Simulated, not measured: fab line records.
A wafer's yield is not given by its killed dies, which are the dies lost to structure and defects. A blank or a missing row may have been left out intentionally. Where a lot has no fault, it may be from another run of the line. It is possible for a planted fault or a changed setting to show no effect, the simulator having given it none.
fab line records | flow berkeleyCmos170
record lots=6 | wafers=18 | lastDay=12
route steps=331 shown SDANNEAL@205 PSD@206 NSD@207 PLDD@208 NLDD@209 SILICIDE@210 CONTACT@216
lots that met no fault: taken from a fault-free run of the same line
startH: hours from the record's opening day to when the first of the lot's shown wafers began | waitH: hours from the lot's prior step to this one | " identical to the entry in the row above | L1.1+2: a single row standing in for several wafers | - either no value or no given start | * or withheld: withheld | < > ~ a bound
route shown NAME@n: names a module that has steps shown in the file, with the first one's number in the route | usual: average and standard deviation across the fault-free wafers | same: alike in all rows | chamber/n: place in a boat | sites: the reading at each site | _std_site: the standard deviation of these | _edge_site: the outer-site mean with the inner-site mean subtracted | radiusMm: for every site, how far away it sits from the centre of the wafer | mask NAME#n: copy n | behind: the tool/chamber that last shaped the wafer | hold: the reason the lot was held/the length of the hold in hours/how it ended | device: the transistor (n, p or np) that didn't switch | end of line: at the end of the route, the tests of the same wafers | a step without rows: its recipe alone | killed: dies that structure and defects cost at the first sort, which is not the same as the wafer's yield | map: per-die view of a wafer (x killed, . not killed, _ where there is no die)
set.NAME: the run value of the setting; set.NAME@STEP: its run value at that earlier step | model.NAME: the simulator's own value behind a step, which no gauge read
a table for each step, a row for each wafer; lots at some steps of the route
services: a tool's chamber out of use, with start hour (startH, from the record's first day; less than 0 if before it), hours out, and reason
## steps
# step UCB170_SDANNEAL_RTA_01
# recipe tempC=1050 | timeS=5.165 | ambient=N2
# step UCB170_SDANNEAL_RS_MEAS_02
# recipe thkMeasGauge=four-point-probe
# usual PSD_RS=76.1/0.31
lot.wafer | tool         | chamber | startH | waitH | PSD_RS[ohm/sq]
L549.4    | filmMetro-01 | -       | 151.18 | 0.1   | 75.7
L549.5    | "            | -       | "      | "     | 75.8
L549.6    | "            | -       | "      | "     | 75.5
L552.1    | filmMetro-01 | -       | 173.83 | 0.0   | 76.0
L552.2    | "            | -       | "      | "     | 76.2
L552.5    | "            | -       | "      | "     | 76.2
L557.1    | filmMetro-03 | -       | 200.34 | 0.0   | 76.8
L557.2    | "            | -       | "      | "     | 77.0
L557.3    | "            | -       | "      | "     | 76.7
L558.3    | filmMetro-04 | -       | 200.59 | 0.1   | 75.5
L558.4    | "            | -       | "      | "     | 75.7
L558.6    | "            | -       | "      | "     | 75.9
L563.1    | filmMetro-04 | -       | 232.16 | 0.0   | 76.1
L563.3    | "            | -       | "      | "     | 75.8
L563.6    | "            | -       | "      | "     | 76.1
L572.1    | filmMetro-01 | -       | 265.57 | 0.0   | 75.7
L572.2    | "            | -       | "      | "     | 75.8
L572.3    | "            | -       | "      | "     | 76.0
# step UCB170_SDANNEAL_RS_MEAS_03
# recipe thkMeasGauge=four-point-probe
# usual NSD_RS=37.18/0.11
lot.wafer | tool         | chamber | startH | waitH | NSD_RS[ohm/sq]
L549.4    | filmMetro-01 | -       | 151.30 | 0.1   | 37.09
L549.5    | "            | -       | "      | "     | 37.16
L549.6    | "            | -       | "      | "     | 37.19
L552.1    | filmMetro-01 | -       | 173.95 | 0.1   | 37.24
L552.2    | "            | -       | "      | "     | 37.22
L552.5    | "            | -       | "      | "     | 37.22
L557.1    | filmMetro-03 | -       | 200.46 | 0.1   | 37.27
L557.2    | "            | -       | "      | "     | 37.31
L557.3    | "            | -       | "      | "     | 37.32
L558.3    | filmMetro-04 | -       | 200.71 | 0.1   | 37.33
L558.4    | "            | -       | "      | "     | 37.24
L558.6    | "            | -       | "      | "     | 37.20
L563.1    | filmMetro-04 | -       | 232.28 | 0.1   | 37.19
L563.3    | "            | -       | "      | "     | 37.03
L563.6    | "            | -       | "      | "     | 37.12
L572.1    | filmMetro-01 | -       | 265.69 | 0.1   | 37.11
L572.2    | "            | -       | "      | "     | 37.09
L572.3    | "            | -       | "      | "     | 37.16
# step UCB170_SDANNEAL_RS_MEAS_04
# recipe thkMeasGauge=four-point-probe
# usual PLDD_RS=1031.5/2.5
lot.wafer | tool         | chamber | startH | waitH | PLDD_RS[ohm/sq]
L549.4    | filmMetro-01 | -       | 151.42 | 0.1   | 1032.1
L549.5    | "            | -       | "      | "     | 1030.0
L549.6    | "            | -       | "      | "     | 1029.2
L552.1    | filmMetro-01 | -       | 174.07 | 0.1   | 1032.5
L552.2    | "            | -       | "      | "     | 1036.6
L552.5    | "            | -       | "      | "     | 1035.1
L557.1    | filmMetro-03 | -       | 200.58 | 0.1   | 1030.2
L557.2    | "            | -       | "      | "     | 1032.7
L557.3    | "            | -       | "      | "     | 1033.6
L558.3    | filmMetro-04 | -       | 200.83 | 0.1   | 1032.8
L558.4    | "            | -       | "      | "     | 1030.5
L558.6    | "            | -       | "      | "     | 1031.2
L563.1    | filmMetro-04 | -       | 232.40 | 0.1   | 1029.9
L563.3    | "            | -       | "      | "     | 1030.2
L563.6    | "            | -       | "      | "     | 1029.8
L572.1    | filmMetro-01 | -       | 265.81 | 0.1   | 1029.2
L572.2    | "            | -       | "      | "     | 1029.5
L572.3    | "            | -       | "      | "     | 1027.1
# step UCB170_SDANNEAL_RS_MEAS_05
# recipe thkMeasGauge=four-point-probe
# usual NLDD_RS=616.1/1.6
lot.wafer | tool         | chamber | startH | waitH | NLDD_RS[ohm/sq]
L549.4    | filmMetro-01 | -       | 151.54 | 0.1   | 616.0
L549.5    | "            | -       | "      | "     | 615.7
L549.6    | "            | -       | "      | "     | 615.1
L552.1    | filmMetro-01 | -       | 174.19 | 0.1   | 615.5
L552.2    | "            | -       | "      | "     | 615.0
L552.5    | "            | -       | "      | "     | 613.8
L557.1    | filmMetro-03 | -       | 200.70 | 0.1   | 616.7
L557.2    | "            | -       | "      | "     | 617.9
L557.3    | "            | -       | "      | "     | 616.8
L558.3    | filmMetro-04 | -       | 200.95 | 0.1   | 616.0
L558.4    | "            | -       | "      | "     | 616.3
L558.6    | "            | -       | "      | "     | 614.8
L563.1    | filmMetro-04 | -       | 232.52 | 0.1   | 615.3
L563.3    | "            | -       | "      | "     | 618.0
L563.6    | "            | -       | "      | "     | 617.0
L572.1    | filmMetro-01 | -       | 265.93 | 0.1   | 614.0
L572.2    | "            | -       | "      | "     | 612.0
L572.3    | "            | -       | "      | "     | 612.7
# step UCB170_SILICIDE_PRE_CLEAN_00
# recipe gas=Ar | precleanEtchTimeS=60
# step UCB170_SILICIDE_SPUTTER_01
# recipe material=Ti | targetThkNm=30 | timeS=25 | powerW=1500 | chamberPressurePa=0.5
# usual throttleValvePct=30.3/0.85
lot.wafer | tool          | chamber | startH | waitH | throttleValvePct
L549.4    | pvdSputter-03 | -       | 151.67 | 0.0   | 31.9
L549.5    | "             | -       | "      | "     | 31.8
L549.6    | "             | -       | "      | "     | 30.4
L552.1    | pvdSputter-04 | -       | 174.37 | 0.0   | 30.1
L552.2    | "             | -       | "      | "     | 30.9
L552.5    | "             | -       | "      | "     | 30.1
L557.1    | pvdSputter-03 | -       | 200.88 | 0.0   | 30.7
L557.2    | "             | -       | "      | "     | 30.3
L557.3    | "             | -       | "      | "     | 28.6
L558.3    | pvdSputter-02 | -       | 201.10 | 0.0   | 30.6
L558.4    | "             | -       | "      | "     | 29.0
L558.6    | "             | -       | "      | "     | 30.4
L563.1    | pvdSputter-04 | -       | 232.70 | 0.0   | 29.7
L563.3    | "             | -       | "      | "     | 30.5
L563.6    | "             | -       | "      | "     | 31.0
L572.1    | pvdSputter-02 | -       | 266.12 | 0.0   | 30.6
L572.2    | "             | -       | "      | "     | 30.0
L572.3    | "             | -       | "      | "     | 30.7
# step UCB170_SILICIDE_RS_MEAS_02
# recipe thkMeasGauge=four-point-probe | reads=Ti_of_SILICIDE_SPUTTER_01
# usual SILICIDE_TI_RS=26.1/0.34
lot.wafer | tool         | chamber | startH | waitH | SILICIDE_TI_RS[ohm/sq]
L549.4    | filmMetro-03 | -       | 151.76 | 0.1   | 26.4
L549.5    | "            | -       | "      | "     | 26.3
L549.6    | "            | -       | "      | "     | 26.9
L552.1    | filmMetro-02 | -       | 174.40 | 0.0   | 26.6
L552.2    | "            | -       | "      | "     | 26.2
L552.5    | "            | -       | "      | "     | 26.8
L557.1    | filmMetro-03 | -       | 200.91 | 0.0   | 26.2
L557.2    | "            | -       | "      | "     | 26.9
L557.3    | "            | -       | "      | "     | 26.3
L558.3    | filmMetro-04 | -       | 201.17 | 0.1   | 26.2
L558.4    | "            | -       | "      | "     | 25.8
L558.6    | "            | -       | "      | "     | 26.3
L563.1    | filmMetro-02 | -       | 232.73 | 0.0   | 26.1
L563.3    | "            | -       | "      | "     | 26.2
L563.6    | "            | -       | "      | "     | 25.9
L572.1    | filmMetro-02 | -       | 266.15 | 0.0   | 26.3
L572.2    | "            | -       | "      | "     | 26.1
L572.3    | "            | -       | "      | "     | 26.4
# step UCB170_SILICIDE_THK_MEAS_03
# recipe thkMeasGauge=xrf | reads=Ti_of_SILICIDE_SPUTTER_01
# usual SILICIDE_TI_THK=29.6/0.36
lot.wafer | tool         | chamber | startH | waitH | SILICIDE_TI_THK[nm]
L549.4    | filmMetro-03 | -       | 151.85 | 0.1   | 29.2
L549.5    | "            | -       | "      | "     | 29.5
L549.6    | "            | -       | "      | "     | 28.9
L552.1    | filmMetro-02 | -       | 174.52 | 0.1   | 29.1
L552.2    | "            | -       | "      | "     | 29.3
L552.5    | "            | -       | "      | "     | 29.0
L557.1    | filmMetro-03 | -       | 201.03 | 0.1   | 29.6
L557.2    | "            | -       | "      | "     | 29.1
L557.3    | "            | -       | "      | "     | 29.4
L558.3    | filmMetro-04 | -       | 201.27 | 0.1   | 29.5
L558.4    | "            | -       | "      | "     | 30.1
L558.6    | "            | -       | "      | "     | 29.4
L563.1    | filmMetro-02 | -       | 232.85 | 0.1   | 29.4
L563.3    | "            | -       | "      | "     | 29.4
L563.6    | "            | -       | "      | "     | 29.5
L572.1    | filmMetro-02 | -       | 266.27 | 0.1   | 29.4
L572.2    | "            | -       | "      | "     | 29.6
L572.3    | "            | -       | "      | "     | 29.3
# step UCB170_SILICIDE_RTA_04
# recipe tempC=650 | timeS=15 | ambient=N2
# usual lampPowerPct=11.2/0.6 | wafer_temp_C_max=653.0/0.6
lot.wafer | tool         | chamber | startH | waitH | lampPowerPct | wafer_temp_C_max
L549.4    | rtpAnneal-01 | 0       | 151.92 | 0.1   | 10.5         | 654.4
L549.5    | "            | 0       | "      | "     | 10.4         | 653.8
L549.6    | "            | 0       | "      | "     | 10.5         | 653.9
L552.1    | rtpAnneal-01 | 0       | 174.58 | 0.1   | 10.4         | 652.8
L552.2    | "            | 0       | "      | "     | 10.5         | 653.9
L552.5    | "            | 0       | "      | "     | 10.5         | 653.2
L557.1    | rtpAnneal-02 | 0       | 201.09 | 0.1   | 11.7         | 653.2
L557.2    | "            | 0       | "      | "     | 11.7         | 654.5
L557.3    | "            | 0       | "      | "     | 11.7         | 652.2
L558.3    | rtpAnneal-02 | 0       | 201.34 | 0.1   | 11.7         | 652.6
L558.4    | "            | 0       | "      | "     | 11.7         | 653.7
L558.6    | "            | 0       | "      | "     | 11.7         | 653.2
L563.1    | rtpAnneal-01 | 0       | 232.91 | 0.1   | 10.5         | 652.6
L563.3    | "            | 0       | "      | "     | 10.5         | 652.8
L563.6    | "            | 0       | "      | "     | 10.5         | 653.0
L572.1    | rtpAnneal-02 | 0       | 266.33 | 0.1   | 11.7         | 652.4
L572.2    | "            | 0       | "      | "     | 11.7         | 653.8
L572.3    | "            | 0       | "      | "     | 11.7         | 654.5
# step UCB170_SILICIDE_WET_ETCH_05
# recipe chemistry=SPM | timeS=45 | tempC=120 | target=Ti
# step UCB170_CONTACT_CLEAN_00
# recipe chemistry=SPM | tempC=120 | timeS=600
# step UCB170_CONTACT_CVD_01
# recipe material=PSG | targetThkNm=700 | tempC=450 | precursor=SiH4/O2/PH3 | timeS=2820 | pressureMtorr=300 | sih4FlowSccm=60 | o2FlowSccm=90 | ph3FlowSccm=25
# usual susceptorTempC=450.00/0.21
lot.wafer | tool     | chamber | startH | waitH | susceptorTempC | model.PSG_of_CONTACT_CVD_01.thkNm
L549.4    | lpcvd-02 | 0       | 152.15 | 0.0   | 450.45         | 697.5
L549.5    | "        | 0       | "      | "     | 450.41         | 697.6
L549.6    | "        | 0       | "      | "     | 450.34         | 697.4
L552.1    | lpcvd-02 | 1       | 174.87 | 0.0   | 450.24         | 703.7
L552.2    | "        | 1       | "      | "     | 450.14         | 696.6
L552.5    | "        | 1       | "      | "     | 450.28         | 702.8
L557.1    | lpcvd-01 | 0       | 201.38 | 0.0   | 450.12         | 705.9
L557.2    | "        | 0       | "      | "     | 450.36         | 698.9
L557.3    | "        | 0       | "      | "     | 450.19         | 702.9
L558.3    | lpcvd-02 | 1       | 201.60 | 0.0   | 450.12         | 873.9
L558.4    | "        | 1       | "      | "     | 449.98         | 873.2
L558.6    | "        | 1       | "      | "     | 449.57         | 878.2
L563.1    | lpcvd-02 | 1       | 233.18 | 0.0   | 449.62         | 888.1
L563.3    | "        | 1       | "      | "     | 449.85         | 881.2
L563.6    | "        | 1       | "      | "     | 450.03         | 878.5
L572.1    | lpcvd-01 | 0       | 269.19 | 2.6   | 449.61         | 693
L572.2    | "        | 0       | "      | "     | 450.01         | 693.2
L572.3    | "        | 0       | "      | "     | 449.75         | 692.3
# step UCB170_CONTACT_THK_MEAS_02
# recipe reads=PSG_of_CONTACT_CVD_01
# usual CONTACT_PSG_THK=702/5.7
lot.wafer | tool         | chamber | startH | waitH | CONTACT_PSG_THK[nm]
L549.4    | filmMetro-04 | -       | 153.96 | 0.0   | 697
L549.5    | "            | -       | "      | "     | 697
L549.6    | "            | -       | "      | "     | 698
L552.1    | filmMetro-04 | -       | 176.65 | 0.0   | 703
L552.2    | "            | -       | "      | "     | 697
L552.5    | "            | -       | "      | "     | 702
L557.1    | filmMetro-04 | -       | 203.16 | 0.0   | 706
L557.2    | "            | -       | "      | "     | 699
L557.3    | "            | -       | "      | "     | 703
L558.3    | filmMetro-01 | -       | 203.40 | 0.0   | 873
L558.4    | "            | -       | "      | "     | 874
L558.6    | "            | -       | "      | "     | 878
L563.1    | filmMetro-01 | -       | 234.97 | 0.0   | 889
L563.3    | "            | -       | "      | "     | 881
L563.6    | "            | -       | "      | "     | 879
L572.1    | filmMetro-02 | -       | 271.86 | 0.0   | 693
L572.2    | "            | -       | "      | "     | 693
L572.3    | "            | -       | "      | "     | 692
# step UCB170_CONTACT_HMDS_03
# recipe primeTimeS=60 | primeTempC=100
# step UCB170_CONTACT_COAT_04
# recipe resist=KrF | spinRpm=1500 | resistThkNm=900
# step UCB170_CONTACT_SOFTBAKE_05
# recipe resist=KrF | tempC=130 | timeS=60
# step UCB170_CONTACT_STRIP_06
# recipe chemistry=O2 | powerW=400 | pressureMtorr=3500 | platenTempC=withheld | o2FlowSccm=400 | overashFraction=0.5
# usual drypumpMotorCurrentA=5.7/0.69 | oesProductAu=0.735/0.0044 | stripTimeToEndpointS=22.01/0.058
lot.wafer | tool           | chamber | startH | waitH | drypumpMotorCurrentA | oesProductAu | rfHoursCounterH | stripTimeToEndpointS
L549.4    | plasmaAsher-04 | 0       | 154.48 | 0.1   | 5.1                  | 0.736        | -               | 22.00
L549.5    | "              | 1       | "      | "     | 6.7                  | 0.737        | -               | 22.09
L549.6    | "              | 0       | "      | "     | 5.1                  | 0.737        | -               | 22.02
L552.1    | plasmaAsher-03 | 0       | 177.16 | 0.1   | 4.9                  | 0.736        | 47              | 21.97
L552.2    | "              | 1       | "      | "     | 6.0                  | 0.733        | 47              | 21.94
L552.5    | "              | 0       | "      | "     | 4.9                  | 0.732        | -               | 21.98
L557.1    | plasmaAsher-04 | 0       | 203.67 | 0.1   | 5.1                  | 0.732        | 45              | 21.95
L557.2    | "              | 1       | "      | "     | 6.6                  | 0.725        | 45              | 21.86
L557.3    | "              | 0       | "      | "     | 5.1                  | 0.733        | -               | 21.91
L558.3    | plasmaAsher-03 | 0       | 204.16 | 0.1   | 4.9                  | 0.736        | -               | 22.12
L558.4    | "              | 1       | "      | "     | 6.0                  | 0.735        | -               | 22.10
L558.6    | "              | 0       | "      | "     | 4.9                  | 0.735        | -               | 22.16
L563.1    | plasmaAsher-03 | 1       | 235.61 | 0.1   | 6.1                  | 0.736        | 54              | 21.97
L563.3    | "              | 1       | "      | "     | 6.0                  | 0.739        | -               | 21.91
L563.6    | "              | 0       | "      | "     | 4.9                  | 0.736        | -               | 22.01
L572.1    | plasmaAsher-04 | 0       | 272.45 | 0.1   | 5.1                  | 0.742        | 52              | 22.03
L572.2    | "              | 1       | "      | "     | 6.7                  | 0.730        | 52              | 22.07
L572.3    | "              | 0       | "      | "     | 5.1                  | 0.733        | -               | 21.99
# step UCB170_CONTACT_CLEAN_07
# recipe chemistry=SPM | tempC=120 | timeS=600
# step UCB170_CONTACT_RTA_08
# recipe tempC=900 | timeS=10 | ambient=N2
# step UCB170_CONTACT_COAT_09
# recipe resist=BARC | tempC=withheld | timeS=withheld | spinRpm=3000 | resistThkNm=withheld
# step UCB170_CONTACT_COAT_10
# recipe resist=KrF | spinRpm=1500 | resistThkNm=900
# step UCB170_CONTACT_SOFTBAKE_11
# recipe resist=KrF | tempC=130 | timeS=60
# step UCB170_CONTACT_EXPOSE_12
# recipe maskId=CONT | targetCdNm=700 | na=0.5 | sigmaOuter=0.6 | sourceShape=conventional | doseMj=35
# step UCB170_CONTACT_PEB_13
# recipe pebTempC=130 | pebTimeS=withheld | resist=KrF
# step UCB170_CONTACT_DEVELOP_14
# recipe developer=TMAH | developTimeS=45 | resist=KrF | devTempC=21
# step UCB170_CONTACT_CD_MEAS_15
# recipe targetCdNm=700
# usual cdNm=700.0/1.3
lot.wafer | tool     | chamber | startH | waitH | cdNm
L549.4    | cdSem-02 | -       | 155.81 | -     | 696.9
L549.5    | "        | -       | "      | "     | 696.7
L549.6    | "        | -       | "      | "     | 697.5
L552.1    | cdSem-01 | -       | 178.47 | -     | 700.3
L552.2    | "        | -       | "      | "     | 699.3
L552.5    | "        | -       | "      | "     | 699.7
L557.1    | cdSem-02 | -       | 205.85 | -     | 701.3
L557.2    | "        | -       | "      | "     | 700.2
L557.3    | "        | -       | "      | "     | 699.9
L558.3    | cdSem-01 | -       | 205.97 | -     | 699.3
L558.4    | "        | -       | "      | "     | 699.8
L558.6    | "        | -       | "      | "     | 700.4
L563.1    | cdSem-01 | -       | 236.99 | -     | 698.2
L563.3    | "        | -       | "      | "     | 698.9
L563.6    | "        | -       | "      | "     | 698.6
L572.1    | cdSem-01 | -       | 273.77 | -     | 698.7
L572.2    | "        | -       | "      | "     | 698.2
L572.3    | "        | -       | "      | "     | 698.4
# step UCB170_CONTACT_OVL_MEAS_16
# usual CONTACT_OVL=-1/5.7
lot.wafer | tool       | chamber | startH | waitH | CONTACT_OVL[nm]
L549.4    | overlay-02 | -       | 155.89 | 0.1   | -9
L549.5    | "          | -       | "      | "     | 3
L549.6    | "          | -       | "      | "     | 0
L552.1    | overlay-01 | -       | 178.59 | 0.1   | -1
L552.2    | "          | -       | "      | "     | -9
L552.5    | "          | -       | "      | "     | -3
L557.1    | overlay-02 | -       | 205.97 | 0.1   | -12
L557.2    | "          | -       | "      | "     | -4
L557.3    | "          | -       | "      | "     | -5
L558.3    | overlay-01 | -       | 206.06 | 0.1   | -5
L558.4    | "          | -       | "      | "     | -9
L558.6    | "          | -       | "      | "     | -10
L563.1    | overlay-01 | -       | 237.11 | 0.1   | -10
L563.3    | "          | -       | "      | "     | -12
L563.6    | "          | -       | "      | "     | -2
L572.1    | overlay-01 | -       | 273.89 | 0.1   | -7
L572.2    | "          | -       | "      | "     | 0
L572.3    | "          | -       | "      | "     | -3
# step UCB170_CONTACT_ETCH_17
# recipe chemistry=N2/H2 | targetDepthA=withheld | overetchA=withheld | target=BARC | timeS=withheld | sourceW=500 | biasW=100 | pressureMtorr=30 | n2FlowSccm=100 | h2FlowSccm=200
# usual drypumpMotorCurrentA=5.9/0.53 | h2FlowSccm=200.0/0.54 | oesProductAu=0.994/0.02 | throttleValvePct=13.29/0.18
lot.wafer | tool       | chamber | startH | waitH | drypumpMotorCurrentA | h2FlowSccm | oesProductAu | throttleValvePct
L549.4    | rieDiel-04 | 1       | 155.91 | 0.0   | 4.8                  | 199.9      | 1.003        | 13.57
L549.5    | "          | 3       | "      | "     | 5.8                  | 200.5      | 1.020        | 13.34
L549.6    | "          | 2       | "      | "     | 6.0                  | 199.3      | 1.041        | 13.53
L552.1    | rieDiel-04 | 1       | 178.63 | 0.0   | 4.7                  | 200.1      | 0.991        | 13.58
L552.2    | "          | 3       | "      | "     | 5.8                  | 200.8      | 1.022        | 13.37
L552.5    | "          | 0       | "      | "     | 5.9                  | 199.9      | 0.992        | 13.29
L557.1    | rieDiel-02 | 1       | 206.00 | 0.0   | 5.8                  | 200.3      | 1.016        | 13.45
L557.2    | "          | 3       | "      | "     | 6.4                  | 199.9      | 0.987        | 13.19
L557.3    | "          | 2       | "      | "     | 6.2                  | 199.6      | 0.962        | 13.02
L558.3    | rieDiel-04 | 2       | 206.08 | 0.0   | 6.0                  | 199.9      | 1.007        | 13.54
L558.4    | "          | 3       | "      | "     | 5.7                  | 199.5      | 1.016        | 13.35
L558.6    | "          | 0       | "      | "     | 5.8                  | 200.3      | 1.006        | 13.29
L563.1    | rieDiel-02 | 3       | 237.15 | 0.0   | 6.3                  | 200.8      | 0.985        | 13.19
L563.3    | "          | 2       | "      | "     | 6.2                  | 199.6      | 0.950        | 13.02
L563.6    | "          | 3       | "      | "     | 6.3                  | 200.8      | 0.979        | 13.20
L572.1    | rieDiel-04 | 2       | 273.93 | 0.0   | 6.0                  | 200.8      | 1.007        | 13.54
L572.2    | "          | 3       | "      | "     | 5.8                  | 198.7      | 1.020        | 13.34
L572.3    | "          | 0       | "      | "     | 5.9                  | 200.2      | 1.001        | 13.30
# step UCB170_CONTACT_ETCH_18
# recipe chemistry=CHF3/CF4/Ar | target=PSG | stopOn=TiSi2 | CHF3_flow_sccm=45 | cf4FlowSccm=15 | Ar_flow_sccm=150 | pressureMtorr=200 | rfW=700 | targetDepthA=8400 | overEtchFrac=0.2066 | timeS=195
# usual drypumpMotorCurrentA=5.9/0.53 | oesProductAu=0.884/0.012 | throttleValvePct=6.93/0.12
lot.wafer | tool       | chamber | startH | waitH | drypumpMotorCurrentA | oesProductAu | rfHoursCounterH | throttleValvePct | model.etch.depthNm | model.CONTACT.featureDepthNm
L549.4    | rieDiel-04 | 1       | -      | -     | 4.7                  | 0.889        | 101             | 7.13             | 697.5              | 697.5
L549.5    | "          | 3       | "      | "     | 5.8                  | 0.879        | -               | 6.84             | 697.6              | 697.6
L549.6    | "          | 2       | "      | "     | 6.0                  | 0.921        | -               | 7.07             | 697.4              | 697.4
L552.1    | rieDiel-04 | 1       | -      | -     | 4.8                  | 0.891        | 102             | 7.16             | 703.7              | 703.7
L552.2    | "          | 3       | "      | "     | 5.8                  | 0.875        | 59              | 6.86             | 696.6              | 696.6
L552.5    | "          | 0       | "      | "     | 5.8                  | 0.870        | -               | 6.98             | 702.8              | 702.8
L557.1    | rieDiel-02 | 1       | -      | -     | 5.8                  | 0.907        | 113             | 7.04             | 705.9              | 705.9
L557.2    | "          | 3       | "      | "     | 6.3                  | 0.878        | 20              | 6.82             | 698.9              | 698.9
L557.3    | "          | 2       | "      | "     | 6.2                  | 0.881        | 52              | 6.83             | 702.9              | 702.9
L558.3    | rieDiel-04 | 2       | -      | -     | 6.0                  | 0.980        | 1               | 7.07             | 846.8              | 846.8
L558.4    | "          | 3       | "      | "     | 5.8                  | 0.999        | 60              | 6.86             | 856.8              | 856.8
L558.6    | "          | 0       | "      | "     | 5.8                  | 0.993        | -               | 6.98             | 855.2              | 855.2
L563.1    | rieDiel-02 | 3       | -      | -     | 6.3                  | 0.977        | 22              | 6.81             | 840.7              | 840.7
L563.3    | "          | 2       | "      | "     | 6.2                  | 0.959        | 54              | 6.84             | 810.5              | 810.5
L563.6    | "          | 3       | "      | "     | 6.3                  | 0.969        | -               | 6.84             | 834.6              | 834.6
L572.1    | rieDiel-04 | 2       | -      | -     | 6.0                  | 0.879        | 4               | 7.06             | 693                | 693
L572.2    | "          | 3       | "      | "     | 5.7                  | 0.877        | 64              | 6.87             | 693.2              | 693.2
L572.3    | "          | 0       | "      | "     | 5.8                  | 0.866        | 21              | 6.98             | 692.3              | 692.3
# step UCB170_CONTACT_STRIP_19
# recipe chemistry=O2 | powerW=400 | pressureMtorr=3500 | platenTempC=withheld | o2FlowSccm=400 | overashFraction=0.5
# usual drypumpMotorCurrentA=5.7/0.7 | oesProductAu=0.725/0.0044
lot.wafer | tool           | chamber | startH | waitH | drypumpMotorCurrentA | oesProductAu | rfHoursCounterH
L549.4    | plasmaAsher-01 | 0       | 156.11 | -     | 6.4                  | 0.726        | -
L549.5    | "              | 1       | "      | "     | 5.1                  | 0.725        | -
L549.6    | "              | 0       | "      | "     | 6.5                  | 0.729        | -
L552.1    | plasmaAsher-01 | 1       | 178.80 | -     | 5.1                  | 0.729        | 7
L552.2    | "              | 0       | "      | "     | 6.5                  | 0.721        | 7
L552.5    | "              | 1       | "      | "     | 5.1                  | 0.725        | -
L557.1    | plasmaAsher-04 | 0       | 206.17 | -     | 5.1                  | 0.729        | 45
L557.2    | "              | 1       | "      | "     | 6.6                  | 0.725        | 45
L557.3    | "              | 1       | "      | "     | 6.6                  | 0.729        | -
L558.3    | plasmaAsher-03 | 0       | 206.28 | -     | 4.9                  | 0.729        | -
L558.4    | "              | 1       | "      | "     | 6.0                  | 0.731        | -
L558.6    | "              | 0       | "      | "     | 4.9                  | 0.728        | -
L563.1    | plasmaAsher-03 | 1       | 237.32 | -     | 6.0                  | 0.722        | 54
L563.3    | "              | 1       | "      | "     | 6.0                  | 0.717        | -
L563.6    | "              | 1       | "      | "     | 6.0                  | 0.730        | -
L572.1    | plasmaAsher-04 | 0       | 274.09 | -     | 5.1                  | 0.719        | 53
L572.2    | "              | 1       | "      | "     | 6.6                  | 0.723        | 53
L572.3    | "              | 0       | "      | "     | 5.1                  | 0.723        | -
## services
tool           | chamber | startH | hours | kind
pvdSputter-04  | -       | 129.65 | 1.7   | repair
rieDiel-04     | 0       | 137.20 | 10.8  | repair
pvdSputter-03  | -       | 144.94 | 1.3   | repair
rtpAnneal-01   | -       | 145.52 | 4.2   | pm
lpcvd-02       | -       | 148.83 | 0.5   | repair
pvdSputter-04  | -       | 159.37 | 0.6   | repair
rieDiel-04     | -       | 168.62 | 0.3   | repair
rieDiel-04     | 2       | 173.31 | -     | clean
rieDiel-04     | 2       | 173.31 | 13.6  | scheduledDown
rieDiel-04     | 2       | 173.31 | 13.6  | ventCycle
rieDiel-04     | -       | 188.62 | 0.2   | repair
rieDiel-02     | 1       | 189.40 | 4.4   | repair
lpcvd-01       | -       | 195.75 | 0.6   | repair
rtpAnneal-01   | -       | 206.38 | 0.3   | repair
plasmaAsher-01 | -       | 219.53 | 4.8   | repair
rieDiel-04     | -       | 261.44 | 4.3   | pm
rieDiel-04     | 2       | 266.71 | 1.5   | repair
plasmaAsher-03 | -       | 273.42 | 2.8   | pm
## key
firstSign step=UCB170_CONTACT_THK_MEAS_02 | reading=CONTACT_PSG_THK | direction=up | sigmas=31 | usual=702 | struck=879
effect step=UCB170_CONTACT_ETCH_18 | reading=oesProductAu | direction=up | sigmas=8.1 | usual=0.884 | struck=0.980
modelEffect step=UCB170_CONTACT_CVD_01 | value=PSG_of_CONTACT_CVD_01.thkNm | without=703.9 | struck=878.9
modelEffect step=UCB170_CONTACT_ETCH_18 | value=etch.depthNm | without=703.9 | struck=840.8
metAt UCB170_CONTACT_CVD_01
struckWafers L558.3,L558.4,L558.6,L563.1,L563.3,L563.6
laterRowsLeftOut L558.3,L558.4,L558.6,L563.1,L563.3,L563.6
sortLeftOut L558.3,L558.4,L558.6,L563.1,L563.3,L563.6
testerLeftOut L558,L563
onsetBetween 174.87 201.60
fault kind=processParameterDrift | tool=lpcvd-02 | chamber=- | onsetH=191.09 | steps=UCB170_CONTACT_CVD_01 | channel=targetThkNm | offset=175 | shape=step | endH=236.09 | actsIn=theseRecipesOnly | stated=700
# testerLeftOut: of these lots the tester's yield and bins aren't shown, on N5 and GAA mostly nor the transistor test; their killed dies are dies lost to structure and defects alone, not to doping, threshold or leakage, so they don't give the yield
# sortLeftOut: the simulated sort isn't trusted on such a fault, so these wafers' sort isn't shown, and their yield isn't known
# laterRowsLeftOut: the simulator's readings of these wafers behind a module that went badly wrong aren't trusted and aren't shown, but for the sort
